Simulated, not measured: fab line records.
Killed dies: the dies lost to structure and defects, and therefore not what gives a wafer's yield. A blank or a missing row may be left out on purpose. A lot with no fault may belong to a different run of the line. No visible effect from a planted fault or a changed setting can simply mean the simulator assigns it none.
Which tool was responsible? + flow berkeley-cmos170 + Sampling: 13 lots, 39 wafers, 4 of 331 route steps

WHAT THE GAUGES SHOWED, per wafer
UCB170_V2_CD_MEAS_12 targets a cd of 700 nm.
| lot  | measured     | on        | cd-nm (nm)        |
|------|--------------|-----------|-------------------|
| L721 | day 7 23:47  | cd-sem-02 | 699.0 697.6 699.3 |
| L720 | day 8 00:54  | cd-sem-01 | 702.2 702.3 702.4 |
| L722 | day 8 05:49  | cd-sem-01 | 699.3 699.3 700.4 |
| L725 | day 8 10:41  | cd-sem-02 | 700.6 703.1 702.8 |
| L724 | day 8 15:46  | cd-sem-02 | 701.8 701.6 701.7 |
| L726 | day 9 02:17  | cd-sem-01 | 697.4 696.6 697.1 |
| L729 | day 9 13:31  | cd-sem-02 | 695.9 697.6 697.3 |
| L731 | day 9 17:23  | cd-sem-01 | 701.4 700.2 701.0 |
| L736 | day 10 21:16 | cd-sem-01 | 698.6 697.8 696.2 |
| L740 | day 11 23:10 | cd-sem-02 | 700.4 700.0 700.3 |
| L741 | day 12 10:30 | cd-sem-01 | 699.5 699.4 700.5 |
| L742 | day 12 10:50 | cd-sem-02 | 700.6 699.7 699.5 |
| L743 | day 12 11:05 | cd-sem-02 | 701.3 701.2 701.3 |

UCB170_M3_BOW_MEAS_20.
| lot  | measured     | on            | M3_BOW (um) |
|------|--------------|---------------|-------------|
| L721 | day 8 04:34  | film-metro-04 | 34 33 45    |
| L720 | day 8 05:17  | film-metro-01 | 40 26 45    |
| L722 | day 8 09:01  | film-metro-02 | 28 37 18    |
| L725 | day 8 14:13  | film-metro-01 | 39 39 25    |
| L724 | day 8 19:15  | film-metro-02 | 35 39 36    |
| L726 | day 9 06:04  | film-metro-02 | 34 28 29    |
| L729 | day 9 16:35  | film-metro-01 | 29 36 36    |
| L731 | day 9 20:31  | film-metro-02 | 39 41 40    |
| L736 | day 11 00:56 | film-metro-01 | 41 23 34    |
| L740 | day 12 02:25 | film-metro-02 | 36 36 41    |
| L741 | day 12 14:16 | film-metro-01 | 39 28 44    |
| L742 | day 12 14:37 | film-metro-02 | 46 42 35    |
| L743 | day 12 14:57 | film-metro-01 | 32 30 29    |

WHICH TOOL RAN EACH LOT (tool, then ch and the chambers of the sampled wafers, then the start)
| lot  | UCB170_V2_PEB_10                  | UCB170_V2_STRIP_15                   |
|------|-----------------------------------|--------------------------------------|
| L721 | litho-track-03 ch 0, day 7 23:31  | plasma-asher-01 ch 0,1, day 8 00:05  |
| L720 | litho-track-04 ch 0, day 8 00:38  | plasma-asher-03 ch 0,1, day 8 01:14  |
| L722 | litho-track-04 ch 0, day 8 05:31  | plasma-asher-03 ch 0,1, day 8 06:08  |
| L725 | litho-track-03 ch 0, day 8 10:25  | plasma-asher-01 ch 0,1, day 8 11:01  |
| L724 | litho-track-03 ch 0, day 8 15:29  | plasma-asher-01 ch 0,1, day 8 16:05  |
| L726 | litho-track-03 ch 0, day 9 02:01  | plasma-asher-03 ch 0,1, day 9 02:37  |
| L729 | litho-track-03 ch 0, day 9 13:14  | plasma-asher-04 ch 0,1, day 9 13:51  |
| L731 | litho-track-04 ch 0, day 9 17:07  | plasma-asher-04 ch 0, day 9 17:42    |
| L736 | litho-track-04 ch 0, day 10 20:59 | plasma-asher-03 ch 0,1, day 10 21:35 |
| L740 | litho-track-02 ch 0, day 11 22:54 | plasma-asher-01 ch 0,1, day 11 23:31 |
| L741 | litho-track-03 ch 0, day 12 10:14 | plasma-asher-03 ch 0,1, day 12 10:50 |
| L742 | litho-track-02 ch 0, day 12 10:34 | plasma-asher-01 ch 0,1, day 12 11:08 |
| L743 | litho-track-02 ch 0, day 12 10:49 | plasma-asher-03 ch 0,1, day 12 11:25 |
- UCB170_V2_PEB_10
- UCB170_V2_STRIP_15: strips in O2.

WHAT THE TOOLS THEMSELVES READ (means of the sampled wafers that have a number; where no wafer has one, the mark that the record gives instead)
UCB170_V2_PEB_10.
| lot  | tool           | heater-power-total-W (W) |
|------|----------------|--------------------------|
| L721 | litho-track-03 | 56.80                    |
| L720 | litho-track-04 | 56.80                    |
| L722 | litho-track-04 | 56.80                    |
| L725 | litho-track-03 | 56.80                    |
| L724 | litho-track-03 | 56.77                    |
| L726 | litho-track-03 | 57.44                    |
| L729 | litho-track-03 | 57.42                    |
| L731 | litho-track-04 | 56.84                    |
| L736 | litho-track-04 | 56.79                    |
| L740 | litho-track-02 | 56.82                    |
| L741 | litho-track-03 | 56.84                    |
| L742 | litho-track-02 | 56.82                    |
| L743 | litho-track-02 | 56.78                    |

UCB170_V2_STRIP_15.
| lot  | tool            | drypump-motor-current-A (A) | oes-product-au (a.u.) | strip-time-to-endpoint-s (s) |
|------|-----------------|-----------------------------|-----------------------|------------------------------|
| L721 | plasma-asher-01 | 6.1                         | 0.728                 | 15.35                        |
| L720 | plasma-asher-03 | 5.6                         | 0.720                 | 15.34                        |
| L722 | plasma-asher-03 | 5.5                         | 0.721                 | 15.40                        |
| L725 | plasma-asher-01 | 6.1                         | 0.721                 | 15.34                        |
| L724 | plasma-asher-01 | 6.3                         | 0.721                 | 15.33                        |
| L726 | plasma-asher-03 | 5.6                         | 0.722                 | 15.26                        |
| L729 | plasma-asher-04 | 5.3                         | 0.722                 | 15.42                        |
| L731 | plasma-asher-04 | 5.9                         | 0.716                 | 15.46                        |
| L736 | plasma-asher-03 | 5.6                         | 0.723                 | 15.33                        |
| L740 | plasma-asher-01 | 6.3                         | 0.718                 | 15.27                        |
| L741 | plasma-asher-03 | 5.5                         | 0.723                 | 15.37                        |
| L742 | plasma-asher-01 | 6.3                         | 0.721                 | 15.35                        |
| L743 | plasma-asher-03 | 5.6                         | 0.723                 | 15.22                        |

THE ANSWER, worked out from the rows above alone
Rule: the usual values come from the lots themselves. The widest of any qualifying gaps counts: lots, ordered by their means at a reading, are off when they make up no more than a third of the lots, leave a main group of 4 or more, and stand apart from it by 3 or more times the standard deviation of that group's means. A main group is skipped when, at the precision printed for the reading in the tables above, its means are all equal. A lot without any number at a reading at which 4 lots or more have one is off too. Where the step has rows for the other lots, those lots are counted as sound. First the gauges in route order, then the tools' own readings, where a lot's mean is used as printed above. At the first step where some lot is off, the reading lying furthest off is the one used; lots without a number count as furthest.
Off, at UCB170_V2_PEB_10 on heater-power-total-W: L726, L729. The main group has a mean of 56.81 W with a standard deviation of 0.021.
If a tool, at that step or one of the process steps before it, ran each lot that is off and ran no sound lot following the first of them, it fits. None of those tried fits.

WHAT HAD BEEN PUT IN BY THE SIMULATOR
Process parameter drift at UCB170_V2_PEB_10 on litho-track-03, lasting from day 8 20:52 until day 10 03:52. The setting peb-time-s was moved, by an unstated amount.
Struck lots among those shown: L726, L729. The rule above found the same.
